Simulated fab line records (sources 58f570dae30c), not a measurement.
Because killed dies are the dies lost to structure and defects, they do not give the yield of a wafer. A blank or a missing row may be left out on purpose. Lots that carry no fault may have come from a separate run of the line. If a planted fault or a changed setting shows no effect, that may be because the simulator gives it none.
fab line records	flow berkeley-cmos170
[record] lots = 5	wafers = 23
route steps=331 shown NSD@188 SILICIDE@211 CONTACT@220 M1@244 M2@284
start-h: the number of hours between the record's first day and the start of the first shown wafer of the lot	wait-h: time in hours since the lot's previous step	" repeats the value in the row above	L1.1+2: a row that stands for several wafers	- no value present, or no start provided	* or withheld: withheld	< > ~ a bound
route shown NAME@n: names a module that has steps shown in the file, with the first one's number in the route	usual: average and standard deviation across the fault-free wafers	same: alike in all rows	chamber/n: place in a boat	sites: each site's reading	_std_site: their standard deviation	_edge_site: mean of outer sites minus mean of inner sites	radius-mm: how far each site lies from the wafer's centre	mask NAME#n: copy n	behind: the tool/chamber that last shaped the wafer	hold: why the lot was held/for how many hours/how that ended	device: the n, p or np transistor that did not switch	end of line: tests of these same wafers at the route's end	where a step has no rows: the recipe by itself	killed: dies lost to structure and defects at the first sort, not the wafer's yield	map: shows each die of a wafer: x if killed, . if not, _ if none is there
set.NAME: the run value of the setting; set.NAME@STEP: its run value at that earlier step	model.NAME: the simulator's own value behind a step, which no gauge read
lots run with intentionally changed settings; tables by step, rows by wafer
[[steps]]
[step UCB170_NSD_COAT_01]
[recipe] resist = KrF	spin-rpm = 1500	resist-thk-nm = 900
lot.wafer	tool	chamber	start-h	wait-h	set.resist-thk-nm	model.KrF_of_NSD_COAT_01.thk-nm
L078.1	litho-track-01	0	154.84	0.1	947.8	943.4
L078.3	"	0	"	"	900	898.6
L078.4	"	0	"	"	947.8	945.9
L078.5	"	0	"	"	947.8	944.8
L078.6	"	0	"	"	900	900.2
L079.1	litho-track-02	0	155.01	0.1	870.1	869.3
L079.2	"	0	"	"	900	896.6
L079.3	"	0	"	"	870.1	868.6
L079.4	"	0	"	"	900	896.9
L079.5	"	0	"	"	900	896.1
L081.2	litho-track-02	0	158.54	0.1	900	898.1
L081.3+5	"	0	"	"	900	899.1
L081.4	"	0	"	"	900	897.5
L081.6	"	0	"	"	900	897.4
L080.1	litho-track-01	0	158.54	0.1	900	897.6
L080.4	"	0	"	"	900	899
L080.6	"	0	"	"	900	899.8
L083.1	litho-track-04	0	168.53	0.1	900	900.4
L083.3	"	0	"	"	900	901.8
L083.4	"	0	"	"	900	902.4
L083.5	"	0	"	"	900	900.5
L083.6	"	0	"	"	900	899.9
[step UCB170_NSD_SOFTBAKE_02]
[recipe] resist = KrF	temp-c = 130	time-s = 60
[step UCB170_NSD_EXPOSE_03]
[recipe] mask-id = NSELECT_MOD	na = 0.5	sigma-outer = 0.6	source-shape = conventional	target-cd-nm = 1200	dose-mj = 30
[step UCB170_NSD_IMPLANT_08]
[recipe] species = P	dose-cm2 = 3e+15	energy-kev = 40	tilt-deg = 7
[step UCB170_NSD_STRIP_09]
[recipe] chemistry = O2	power-w = 400	pressure-mtorr = 3500	platen-temp-c = withheld	o2-flow-sccm = 400	overash-fraction = 0.5
[usual] strip-time-to-endpoint-s = 35.79/0.055
lot.wafer	tool	chamber	start-h	wait-h	set.resist-thk-nm@NSD_COAT_01	strip-time-to-endpoint-s
L078.1	plasma-asher-01	1	156.41	0.1	947.8	36.90
L078.3	"	0	"	"	900	35.78
L078.4	"	1	"	"	947.8	36.95
L078.5	"	0	"	"	947.8	36.93
L078.6	"	1	"	"	900	35.85
L079.1	plasma-asher-01	1	156.63	0.1	870.1	35.16
L079.2	"	0	"	"	900	35.79
L079.3	"	1	"	"	870.1	35.12
L079.4	"	0	"	"	900	35.77
L079.5	"	0	"	"	900	35.78
L081.2	plasma-asher-03	0	159.63	0.1	900	35.85
L081.3	"	0	"	"	900	35.86
L081.4	"	1	"	"	900	35.86
L081.5	"	0	"	"	900	35.91
L081.6	"	1	"	"	900	35.83
L080.1	plasma-asher-04	0	159.88	0.1	900	35.75
L080.4	"	1	"	"	900	35.82
L080.6	"	0	"	"	900	35.81
L083.1	plasma-asher-01	0	169.75	0.1	900	35.81
L083.3	"	0	"	"	900	35.84
L083.4	"	1	"	"	900	35.88
L083.5	"	0	"	"	900	35.80
L083.6	"	1	"	"	900	35.80
[step UCB170_SILICIDE_SPUTTER_01]
[recipe] material = Ti	target-thk-nm = 30	time-s = 25	power-w = 1500	chamber-pressure-pa = 0.5
lot.wafer	tool	chamber	start-h	wait-h	set.power-w	model.Ti_of_SILICIDE_SPUTTER_01.thk-nm
L078.1	pvd-sputter-02	-	158.40	0.0	1653	32.72
L078.3	"	-	"	"	1500	29.55
L078.4	"	-	"	"	1500	29.95
L078.5	"	-	"	"	1653	33.09
L078.6	"	-	"	"	1653	33.42
L079.1	pvd-sputter-03	-	158.88	0.0	1589	31.03
L079.2	"	-	"	"	1589	31.8
L079.3	"	-	"	"	1500	29.79
L079.4	"	-	"	"	1500	28.9
L079.5	"	-	"	"	1500	29.64
L081.2	pvd-sputter-04	-	161.42	0.0	1500	30.04
L081.3	"	-	"	"	1500	29.65
L081.4	"	-	"	"	1500	30.27
L081.5	"	-	"	"	1500	30.4
L081.6	"	-	"	"	1500	30.17
L080.1	pvd-sputter-02	-	162.14	0.0	1500	30.09
L080.4	"	-	"	"	1500	30.02
L080.6	"	-	"	"	1500	30.32
L083.1	pvd-sputter-03	-	171.98	0.0	1500	30.49
L083.3	"	-	"	"	1500	29.83
L083.4	"	-	"	"	1548	31.29
L083.5	"	-	"	"	1548	30.68
L083.6	"	-	"	"	1548	31.33
[step UCB170_SILICIDE_RS_MEAS_02]
[recipe] thk-meas-gauge = four-point-probe	reads = Ti_of_SILICIDE_SPUTTER_01
[usual] SILICIDE_TI_RS = 26.2/0.38
lot.wafer	tool	chamber	start-h	wait-h	set.power-w@SILICIDE_SPUTTER_01	SILICIDE_TI_RS[ohm/sq]
L078.1	film-metro-03	-	158.43	0.0	1653	23.6
L078.3	"	-	"	"	1500	26.6
L078.4	"	-	"	"	1500	26.2
L078.5	"	-	"	"	1653	23.3
L078.6	"	-	"	"	1653	23.0
L079.1	film-metro-03	-	158.91	0.0	1589	25.1
L079.2	"	-	"	"	1589	24.4
L079.3	"	-	"	"	1500	26.4
L079.4	"	-	"	"	1500	27.3
L079.5	"	-	"	"	1500	26.5
L081.2	film-metro-02	-	161.47	0.0	1500	26.0
L081.3	"	-	"	"	1500	26.5
L081.4	"	-	"	"	1500	25.8
L081.5	"	-	"	"	1500	25.7
L081.6	"	-	"	"	1500	26.0
L080.1	film-metro-02	-	162.17	0.0	1500	26.0
L080.4	"	-	"	"	1500	26.0
L080.6	"	-	"	"	1500	25.8
L083.1	film-metro-03	-	172.01	0.0	1500	25.6
L083.3	"	-	"	"	1500	26.3
L083.4	"	-	"	"	1548	24.9
L083.5	"	-	"	"	1548	25.5
L083.6	"	-	"	"	1548	24.8
[step UCB170_SILICIDE_THK_MEAS_03]
[recipe] thk-meas-gauge = xrf	reads = Ti_of_SILICIDE_SPUTTER_01
[usual] SILICIDE_TI_THK = 30.2/0.41
lot.wafer	tool	chamber	start-h	wait-h	set.power-w@SILICIDE_SPUTTER_01	SILICIDE_TI_THK[nm]
L078.1	film-metro-03	-	158.55	0.1	1653	32.9
L078.3	"	-	"	"	1500	29.8
L078.4	"	-	"	"	1500	30.3
L078.5	"	-	"	"	1653	33.4
L078.6	"	-	"	"	1653	33.5
L079.1	film-metro-03	-	159.03	0.1	1589	31.2
L079.2	"	-	"	"	1589	32.2
L079.3	"	-	"	"	1500	29.9
L079.4	"	-	"	"	1500	29.1
L079.5	"	-	"	"	1500	30.0
L081.2	film-metro-02	-	161.58	0.1	1500	30.5
L081.3	"	-	"	"	1500	29.9
L081.4	"	-	"	"	1500	30.6
L081.5	"	-	"	"	1500	30.8
L081.6	"	-	"	"	1500	30.6
L080.1	film-metro-02	-	162.29	0.1	1500	30.4
L080.4	"	-	"	"	1500	30.4
L080.6	"	-	"	"	1500	30.7
L083.1	film-metro-03	-	172.13	0.1	1500	30.7
L083.3	"	-	"	"	1500	30.1
L083.4	"	-	"	"	1548	31.6
L083.5	"	-	"	"	1548	31.1
L083.6	"	-	"	"	1548	31.6
[step UCB170_CONTACT_COAT_04]
[recipe] resist = KrF	spin-rpm = 1500	resist-thk-nm = 900
lot.wafer	tool	chamber	start-h	wait-h	set.resist-thk-nm	model.KrF_of_CONTACT_COAT_04.thk-nm
L078.1	litho-track-01	0	161.54	0.1	923.9	922.8
L078.3	"	0	"	"	923.9	923.6
L078.4	"	0	"	"	923.9	925.3
L078.5	"	0	"	"	900	898.9
L078.6	"	0	"	"	900	900.1
L079.1	litho-track-03	0	162.40	0.1	900	902.9
L079.2	"	0	"	"	900	904.4
L079.3	"	0	"	"	900	905.3
L079.4	"	0	"	"	900	905.9
L079.5	"	0	"	"	900	903.7
L081.2	litho-track-03	0	164.56	0.1	932.5	935.6
L081.3	"	0	"	"	900	902.2
L081.4	"	0	"	"	932.5	934.1
L081.5	"	0	"	"	900	901.3
L081.6	"	0	"	"	900	902.9
L080.1	litho-track-01	0	165.52	0.1	900	900.7
L080.4	"	0	"	"	900	897
L080.6	"	0	"	"	900	899.1
L083.1	litho-track-03	0	175.15	0.1	900	898.4
L083.3	"	0	"	"	851.4	851.9
L083.4	"	0	"	"	900	899
L083.5	"	0	"	"	851.4	849.2
L083.6	"	0	"	"	900	900.2
[step UCB170_CONTACT_SOFTBAKE_05]
[recipe] resist = KrF	temp-c = 130	time-s = 60
[step UCB170_CONTACT_STRIP_06]
[recipe] chemistry = O2	power-w = 400	pressure-mtorr = 3500	platen-temp-c = withheld	o2-flow-sccm = 400	overash-fraction = 0.5
[usual] strip-time-to-endpoint-s = 21.97/0.059
lot.wafer	tool	chamber	start-h	wait-h	set.resist-thk-nm@CONTACT_COAT_04	strip-time-to-endpoint-s
L078.1	plasma-asher-02	0	161.84	0.1	923.9	22.52
L078.3	"	1	"	"	923.9	22.52
L078.4	"	0	"	"	923.9	22.56
L078.5	"	0	"	"	900	21.93
L078.6	"	1	"	"	900	21.97
L079.1	plasma-asher-02	0	162.70	0.1	900	22.03
L079.2	"	1	"	"	900	22.06
L079.3	"	1	"	"	900	22.09
L079.4	"	0	"	"	900	22.09
L079.5	"	1	"	"	900	22.07
L081.2	plasma-asher-03	0	164.84	0.1	932.5	22.82
L081.3	"	1	"	"	900	22.00
L081.4	"	0	"	"	932.5	22.79
L081.5	"	1	"	"	900	21.99
L081.6	"	0	"	"	900	22.03
L080.1	plasma-asher-01	0	165.82	0.1	900	22.00
L080.4	"	1	"	"	900	21.89
L080.6	"	0	"	"	900	21.96
L083.1	plasma-asher-03	1	175.46	0.1	900	21.93
L083.3	"	1	"	"	851.4	20.82
L083.4	"	0	"	"	900	21.96
L083.5	"	0	"	"	851.4	20.76
L083.6	"	1	"	"	900	21.98
[step UCB170_M1_EXPOSE_06]
[recipe] mask-id = METAL1	target-cd-nm = 700	na = 0.5	sigma-outer = 0.6	source-shape = conventional	dose-mj = 21
lot.wafer	tool	chamber	start-h	wait-h	mask	set.dose-mj
L078.1+4+6	krf-scanner-02	0	165.16	-	METAL1#0	21
L078.3+5	"	0	"	"	METAL1#0	21.89
L079.1+4+5	krf-scanner-02	0	165.85	-	METAL1#0	20.46
L079.2+3	"	0	"	"	METAL1#0	21
L081.2+5	krf-scanner-02	0	168.81	-	METAL1#0	21
L081.3+4+6	"	0	"	"	METAL1#0	19.6
L080.1+4+6	krf-scanner-01	0	169.86	-	METAL1#0	21
L083.1+5	krf-scanner-01	0	179.65	-	METAL1#0	21
L083.3+4+6	"	0	"	"	METAL1#0	20.19
[step UCB170_M1_PEB_07]
[recipe] peb-temp-c = 130	peb-time-s = withheld	resist = KrF
[step UCB170_M1_DEVELOP_08]
[recipe] developer = TMAH	develop-time-s = 45	resist = KrF	dev-temp-c = 21
[step UCB170_M1_CD_MEAS_09]
[recipe] target-cd-nm = 700
[usual] cd-nm = 700.2/1.5
lot.wafer	tool	chamber	start-h	wait-h	set.dose-mj@M1_EXPOSE_06	cd-nm
L078.1	cd-sem-02	-	166.04	-	21	702.0
L078.3	"	-	"	"	21.89	693.9
L078.4	"	-	"	"	21	700.3
L078.5	"	-	"	"	21.89	692.9
L078.6	"	-	"	"	21	700.5
L079.1	cd-sem-02	-	166.66	-	20.46	705.1
L079.2	"	-	"	"	21	700.6
L079.3	"	-	"	"	21	701.4
L079.4	"	-	"	"	20.46	704.5
L079.5	"	-	"	"	20.46	705.2
L081.2	cd-sem-02	-	169.57	-	21	701.1
L081.3	"	-	"	"	19.6	714.3
L081.4	"	-	"	"	19.6	714.0
L081.5	"	-	"	"	21	700.6
L081.6	"	-	"	"	19.6	714.4
L080.1	cd-sem-01	-	170.45	-	21	699.6
L080.4	"	-	"	"	21	702.4
L080.6	"	-	"	"	21	701.1
L083.1	cd-sem-02	-	180.74	-	21	699.1
L083.3	"	-	"	"	20.19	706.1
L083.4	"	-	"	"	20.19	706.6
L083.5	"	-	"	"	21	699.8
L083.6	"	-	"	"	20.19	707.5
[step UCB170_M1_ETCH_11]
[recipe] chemistry = N2/H2	target-depth-a = withheld	overetch-a = withheld	target = BARC	time-s = withheld	source-w = 500	bias-w = 100	pressure-mtorr = 30	n2-flow-sccm = 100	h2-flow-sccm = 200
lot.wafer	tool	chamber	start-h	wait-h	set.dose-mj@M1_EXPOSE_06	model.M1.cd-nm
L078.1	rie-diel-02	0	166.20	0.0	21	701.7
L078.3	"	1	"	"	21.89	693.5
L078.4	"	3	"	"	21	699.9
L078.5	"	3	"	"	21.89	691.7
L078.6	"	2	"	"	21	700.1
L079.1	rie-diel-04	3	166.82	0.0	20.46	705.9
L079.2	"	2	"	"	21	701.9
L079.3	"	1	"	"	21	701.1
L079.4	"	1	"	"	20.46	704.7
L079.5	"	2	"	"	20.46	706.1
L081.2	rie-diel-01	0	169.71	0.0	21	700.7
L081.3	"	3	"	"	19.6	714
L081.4	"	2	"	"	19.6	713.6
L081.5	"	0	"	"	21	701.3
L081.6	"	3	"	"	19.6	713.7
L080.1	rie-diel-02	3	170.60	0.0	21	699.2
L080.4	"	0	"	"	21	701.8
L080.6	"	2	"	"	21	700.7
L083.1	rie-diel-01	3	180.90	0.0	21	698.4
L083.3	"	2	"	"	20.19	705.7
L083.4	"	1	"	"	20.19	704.6
L083.5	"	2	"	"	21	699.1
L083.6	"	3	"	"	20.19	706.8
[step UCB170_M2_PEB_13]
[recipe] peb-temp-c = 130	peb-time-s = withheld	resist = KrF
lot.wafer	tool	chamber	start-h	wait-h	set.peb-temp-c
L078.1+3+4+5+6	litho-track-03	0	174.72	0.3	130
L079.1+2+3+4+5	litho-track-01	0	175.56	0.5	130
L080.1+4+6	litho-track-01	0	182.64	0.8	130
L081.2+4+6	litho-track-01	0	182.94	0.6	132.9
L081.3+5	"	0	"	"	130
L083.1+4+5	litho-track-01	0	192.50	0.1	133.1
L083.3+6	"	0	"	"	130
[step UCB170_M2_DEVELOP_14]
[recipe] developer = TMAH	develop-time-s = 45	resist = KrF	dev-temp-c = 21
[step UCB170_M2_CD_MEAS_15]
[recipe] target-cd-nm = 700
[usual] cd-nm = 699.5/1.2
lot.wafer	tool	chamber	start-h	wait-h	set.peb-temp-c@M2_PEB_13	cd-nm
L078.1	cd-sem-01	-	175.04	-	130	698.0
L078.3	"	-	"	"	130	700.9
L078.4	"	-	"	"	130	700.5
L078.5	"	-	"	"	130	700.6
L078.6	"	-	"	"	130	699.3
L079.1	cd-sem-01	-	175.84	-	130	699.7
L079.2	"	-	"	"	130	700.5
L079.3	"	-	"	"	130	698.4
L079.4	"	-	"	"	130	700.3
L079.5	"	-	"	"	130	698.6
L080.1	cd-sem-02	-	182.91	-	130	698.0
L080.4	"	-	"	"	130	698.1
L080.6	"	-	"	"	130	698.4
L081.2	cd-sem-01	-	183.21	-	132.9	682.7
L081.3	"	-	"	"	130	699.9
L081.4	"	-	"	"	132.9	682.3
L081.5	"	-	"	"	130	700.3
L081.6	"	-	"	"	132.9	683.2
L083.1	cd-sem-01	-	192.78	-	133.1	680.6
L083.3	"	-	"	"	130	700.3
L083.4	"	-	"	"	133.1	680.6
L083.5	"	-	"	"	133.1	681.2
L083.6	"	-	"	"	130	699.7
[step UCB170_M2_ETCH_17]
[recipe] chemistry = N2/H2	target-depth-a = withheld	overetch-a = withheld	target = BARC	time-s = withheld	source-w = 500	bias-w = 100	pressure-mtorr = 30	n2-flow-sccm = 100	h2-flow-sccm = 200
lot.wafer	tool	chamber	start-h	wait-h	set.peb-temp-c@M2_PEB_13	model.M2.cd-nm
L078.1	rie-diel-04	1	175.20	0.0	130	697.7
L078.3	"	3	"	"	130	701.6
L078.4	"	0	"	"	130	699.2
L078.5	"	2	"	"	130	700.4
L078.6	"	1	"	"	130	698.7
L079.1	rie-diel-02	0	175.99	0.0	130	699.7
L079.2	"	3	"	"	130	700.2
L079.3	"	1	"	"	130	696.8
L079.4	"	2	"	"	130	701
L079.5	"	3	"	"	130	698.9
L080.1	rie-diel-04	3	183.07	0.0	130	698.7
L080.4	"	1	"	"	130	697.1
L080.6	"	1	"	"	130	696.9
L081.2	rie-diel-03	3	183.34	0.0	132.9	682.7
L081.3	"	2	"	"	130	699.7
L081.4	"	0	"	"	132.9	680.9
L081.5	"	3	"	"	130	700.2
L081.6	"	0	"	"	132.9	682.9
L083.1	rie-diel-02	0	192.93	0.0	133.1	681.3
L083.3	"	3	"	"	130	701
L083.4	"	2	"	"	133.1	682.2
L083.5	"	1	"	"	133.1	680.2
L083.6	"	0	"	"	130	699.9
[step UCB170_M2_METAL_ETCH_18]
[recipe] chemistry = Cl2/BCl3	target = Al	stop-on = SiO2	pressure-mtorr = 12	target-depth-a = 11700	over-etch-frac = 0.3	time-s = 195	icp-w = 600	bias-w = 120	Cl2_flow_sccm = 90	bcl3-flow-sccm = 45
[usual] oes-product-au = 0.856/0.015
lot.wafer	tool	chamber	start-h	wait-h	set.time-s	set.peb-temp-c@M2_PEB_13	oes-product-au	model.M2.cd-nm	model.SiO2_of_V1_CVD_00.thk-nm
L078.1	rie-metal-01	0	175.24	-	174	130	0.922	698.9	947
L078.3	"	0	"	"	174	130	0.913	703.3	945.5
L078.4	"	1	"	"	195	130	0.862	694.7	936.1
L078.5	"	0	"	"	174	130	0.908	701.9	946.4
L078.6	"	1	"	"	195	130	0.856	694.9	936.7
L079.1	rie-metal-01	0	176.03	-	167.4	130	0.933	704	950.4
L079.2	"	1	"	"	167.4	130	0.927	701.9	946.6
L079.3	"	0	"	"	195	130	0.839	694.1	939.3
L079.4	"	1	"	"	167.4	130	0.933	703.1	946.4
L079.5	"	0	"	"	195	130	0.845	696.8	940.6
L080.1	rie-metal-01	0	183.11	-	195	130	0.843	700.9	943.1
L080.4	"	1	"	"	195	130	0.855	695.3	936.9
L080.6	"	0	"	"	195	130	0.854	698.7	939.4
L081.2	rie-metal-02	1	183.45	-	195	132.9	0.840	685.1	938.2
L081.3	"	1	"	"	195	130	0.840	700.5	936.3
L081.4	"	1	"	"	195	132.9	0.843	682.8	940.2
L081.5	"	1	"	"	195	130	0.841	703.3	941.4
L081.6	"	1	"	"	195	132.9	0.843	684.6	936.5
L083.1	rie-metal-03	1	192.98	-	195	133.1	0.897	680.4	936.1
L083.3	"	1	"	"	213.7	130	0.881	695.3	926.8
L083.4	"	0	"	"	213.7	133.1	0.846	683.3	932.2
L083.5	"	1	"	"	213.7	133.1	0.878	676.1	931
L083.6	"	0	"	"	195	130	0.873	700.2	936.5
[step UCB170_M2_STRIP_19]
[recipe] chemistry = O2	power-w = 400	pressure-mtorr = 3500	platen-temp-c = withheld	o2-flow-sccm = 400	overash-fraction = 0.5
[step UCB170_M2_CD_MEAS_90]
[recipe] target-cd-nm = 700
[usual] cd-nm = 699/3.3
lot.wafer	tool	chamber	start-h	wait-h	set.peb-temp-c@M2_PEB_13	cd-nm
L078.1	cd-sem-02	-	175.58	0.1	130	699
L078.3	"	-	"	"	130	703
L078.4	"	-	"	"	130	695
L078.5	"	-	"	"	130	702
L078.6	"	-	"	"	130	695
L079.1	cd-sem-02	-	176.32	0.1	130	704
L079.2	"	-	"	"	130	702
L079.3	"	-	"	"	130	694
L079.4	"	-	"	"	130	703
L079.5	"	-	"	"	130	697
L080.1	cd-sem-02	-	183.40	0.1	130	701
L080.4	"	-	"	"	130	696
L080.6	"	-	"	"	130	699
L081.2	cd-sem-02	-	183.91	0.1	132.9	685
L081.3	"	-	"	"	130	700
L081.4	"	-	"	"	132.9	683
L081.5	"	-	"	"	130	703
L081.6	"	-	"	"	132.9	685
L083.1	cd-sem-02	-	193.26	0.1	133.1	680
L083.3	"	-	"	"	130	695
L083.4	"	-	"	"	133.1	684
L083.5	"	-	"	"	133.1	676
L083.6	"	-	"	"	130	700
[[key]]
[split] step = UCB170_NSD_COAT_01	setting = resist-thk-nm	stated = 900	by = wafer
[response] step = UCB170_NSD_COAT_01	reading = model.KrF_of_NSD_COAT_01.thk-nm	change = +8.47	per = 1%	r = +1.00
[response] step = UCB170_NSD_STRIP_09	reading = strip-time-to-endpoint-s	change = *	per = 1%	r = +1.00
[split] step = UCB170_SILICIDE_SPUTTER_01	setting = power-w	stated = 1500	by = wafer
[response] step = UCB170_SILICIDE_SPUTTER_01	reading = model.Ti_of_SILICIDE_SPUTTER_01.thk-nm	change = +0.325	per = 1%	r = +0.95
[response] step = UCB170_SILICIDE_RS_MEAS_02	reading = SILICIDE_TI_RS	change = -0.308	per = 1%	r = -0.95
[response] step = UCB170_SILICIDE_THK_MEAS_03	reading = SILICIDE_TI_THK	change = +0.323	per = 1%	r = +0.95
[split] step = UCB170_CONTACT_COAT_04	setting = resist-thk-nm	stated = 900	by = wafer
[response] step = UCB170_CONTACT_COAT_04	reading = model.KrF_of_CONTACT_COAT_04.thk-nm	change = +9.05	per = 1%	r = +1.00
[response] step = UCB170_CONTACT_STRIP_06	reading = strip-time-to-endpoint-s	change = *	per = 1%	r = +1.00
[split] step = UCB170_M1_EXPOSE_06	setting = dose-mj	stated = 21	by = wafer
[response] step = UCB170_M1_CD_MEAS_09	reading = cd-nm	change = -1.9	per = 1%	r = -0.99
[response] step = UCB170_M1_ETCH_11	reading = model.M1.cd-nm	change = -1.86	per = 1%	r = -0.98
[split] step = UCB170_M2_PEB_13	setting = peb-temp-c	stated = 130	by = wafer
[response] step = UCB170_M2_CD_MEAS_15	reading = cd-nm	change = -7.92	per = 1%	r = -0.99
[response] step = UCB170_M2_ETCH_17	reading = model.M2.cd-nm	change = -8.02	per = 1%	r = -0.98
[response] step = UCB170_M2_METAL_ETCH_18	reading = model.M2.cd-nm	change = -7.71	per = 1%	r = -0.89
[response] step = UCB170_M2_CD_MEAS_90	reading = cd-nm	change = -7.66	per = 1%	r = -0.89
[split] step = UCB170_M2_METAL_ETCH_18	setting = time-s	stated = 195	by = wafer
[response] step = UCB170_M2_METAL_ETCH_18	reading = oes-product-au	change = -0.00494	per = 1%	r = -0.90
[response] step = UCB170_M2_METAL_ETCH_18	reading = model.SiO2_of_V1_CVD_00.thk-nm	change = -0.679	per = 1%	r = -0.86
